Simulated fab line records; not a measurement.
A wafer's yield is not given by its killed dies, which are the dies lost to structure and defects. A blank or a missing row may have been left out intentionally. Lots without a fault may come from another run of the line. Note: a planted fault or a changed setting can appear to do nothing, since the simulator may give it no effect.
The same fault as seen by 2 desks -- flow rit-cmos -- what lay behind the numbers comes last; until then each desk has only its own

## FOR THE TOOL OWNER'S DESK: iline-stepper-01
The tool's own readings at RIT_GATE_EXPOSE_13 (exposes mask M6, target cd 150 nm): means of the sampled wafers that have a number, for each lot that ran on this tool. Any lot whose mean is over 4 standard deviations away from the usual mean is out of limits and marked OUT; that distance is given in the brackets.
Columns: A = exposure-dose-mJ-cm2 at RIT_GATE_EXPOSE_13, usual 383.2; B = focus-offset-nm at RIT_GATE_EXPOSE_13, usual 0.1 nm; C = reticle-temp-C at RIT_GATE_EXPOSE_13, usual 23.00 C
lot,first seen here,A,B,C
L296,day 2 16:37,383.5,-0.1,23.11
L298,day 2 23:09,383.4,0.2,23.02
L302,day 3 19:41,368.3 (-36) OUT,-0.0,23.04
L316,day 7 07:20,382.8,0.3,23.04
L317,day 7 20:46,382.7,-0.1,22.97
L319,day 8 10:12,383.3,-0.4,22.87
This desk's finding: out of limits on L302; first on L302, day 3 19:41 (exposure-dose-mJ-cm2 at RIT_GATE_EXPOSE_13). L296, L298, L316, L317, L319: within limits.

## THE METROLOGY DESK
Lot by lot, what the gauges showed, no matter which tool ran the lot: averages of those sampled wafers that carry a number. Any lot whose mean is over 4 standard deviations away from the usual mean is out of limits and marked OUT; that distance is given in the brackets.
Columns: A = cd-nm at RIT_GATE_CD_MEAS_16, usual 150.1 nm
lot,first seen here,A
L296,day 2 17:01,153.8
L297,day 2 19:17,153.4
L298,day 2 23:33,147.9
L299,day 3 05:44,151.7
L301,day 3 13:28,149.8
L302,day 3 20:06,73.1 (-32) OUT
L306,day 4 15:49,150.3
L312,day 5 23:09,149.6
L315,day 6 18:14,148.6
L316,day 7 07:44,147.2
L317,day 7 21:10,147.9
L318,day 7 21:27,150.9
L319,day 8 10:36,153.7
This desk's finding: out of limits on L302; first on L302, day 3 20:06 (cd-nm at RIT_GATE_CD_MEAS_16). L296, L297, L298, L299, L301, L306, L312, L315, L316, L317, L318, L319: within limits.

## PUT TOGETHER
The tool owner's desk had the chance to raise an alarm at day 3 19:41 on L302.
Metrology desk: alarm possible at day 3 20:06 on L302.
All the named lots went through RIT_GATE_EXPOSE_13 on iline-stepper-01.

## WHAT HAD BEEN PUT IN BY THE SIMULATOR
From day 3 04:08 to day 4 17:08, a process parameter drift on iline-stepper-01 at RIT_GATE_EXPOSE_13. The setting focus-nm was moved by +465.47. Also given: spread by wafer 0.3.
Lots struck among those shown: L302.
Hours from the fault's start to each desk's first reading out of limits: the tool owner's desk, 16; the metrology desk, 16.
